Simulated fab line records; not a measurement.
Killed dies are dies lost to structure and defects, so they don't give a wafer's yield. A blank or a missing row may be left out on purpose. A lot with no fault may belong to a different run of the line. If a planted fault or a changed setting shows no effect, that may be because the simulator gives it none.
A single fault, viewed from 2 desks -- flow berkeley-cmos170 -- only its own numbers are on each desk; what lay behind them is given at the end

== FROM THE METROLOGY DESK ==
Means of the sampled wafers that have a number, per lot and without regard to the tool the lot ran on: this is what the gauges read. Marked OUT: a lot whose mean sits more than 4 standard deviations from the usual mean, which makes it out of limits; the brackets give that distance.
Columns: A = cd-nm at UCB170_M1_CD_MEAS_90, usual 700 nm; B = V1_TEOS_THK at UCB170_V1_THK_MEAS_01, usual 2000 nm; C = V1_BOW at UCB170_V1_BOW_MEAS_03, usual 18 um; D = V1_POLISHED_THK at UCB170_V1_THK_MEAS_04, usual 999.7 nm; E = cd-nm at UCB170_V1_CD_MEAS_12, usual 699.9 nm
lot,first seen here,A,B,C,D,E
L133,day 7 14:43,702,1984,14,999.6,698.3
L140,day 9 11:22,697,2008,19,1000.8,701.1
L142,day 9 11:37,701,1981,20,999.4,699.4
L146,day 10 18:40,702,1990,12,998.7,699.3
L149,day 11 06:51,699,1994,20,999.2,700.3
L152,day 11 20:47,699,2011,24,998.7,700.1
This desk found nothing out of limits on any of the 6 lots.

== THE TOOL OWNER'S DESK: litho-track-01 ==
The tool's own readings at UCB170_V1_COAT_07 (resist thk 900 nm): means of the sampled wafers that have a number, for each lot that ran on this tool. Marked OUT: a lot whose mean sits more than 4 standard deviations from the usual mean, which makes it out of limits; the brackets give that distance.
Columns: A = spin-speed-rpm at UCB170_V1_COAT_07, usual 1500.0 rpm
lot,first seen here,A
L142,day 9 16:54,1500.1
L146,day 10 23:20,1523.6 (+21) OUT
L149,day 11 12:57,1524.8 (+23) OUT
This desk's verdict: out of limits on L146, L149, starting with L146 at day 10 23:20 (spin-speed-rpm at UCB170_V1_COAT_07). L142: within limits.

== BROUGHT TOGETHER ==
The tool owner's desk could have raised an alarm at day 10 23:20, on L146, L149.
Nothing out of limits was seen by the metrology desk.
The metrology desk has L146, L149 on record, within its limits.
On litho-track-01, each named lot ran UCB170_V1_COAT_07.

== WHAT THE SIMULATOR HAD INSERTED ==
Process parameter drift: litho-track-01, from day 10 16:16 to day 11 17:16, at UCB170_V1_COAT_07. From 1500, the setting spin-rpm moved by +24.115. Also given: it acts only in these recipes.
Shown lots that were struck: L146, L149.
Each desk's first reading out of limits, in hours after the fault started: the tool owner's desk, 7.
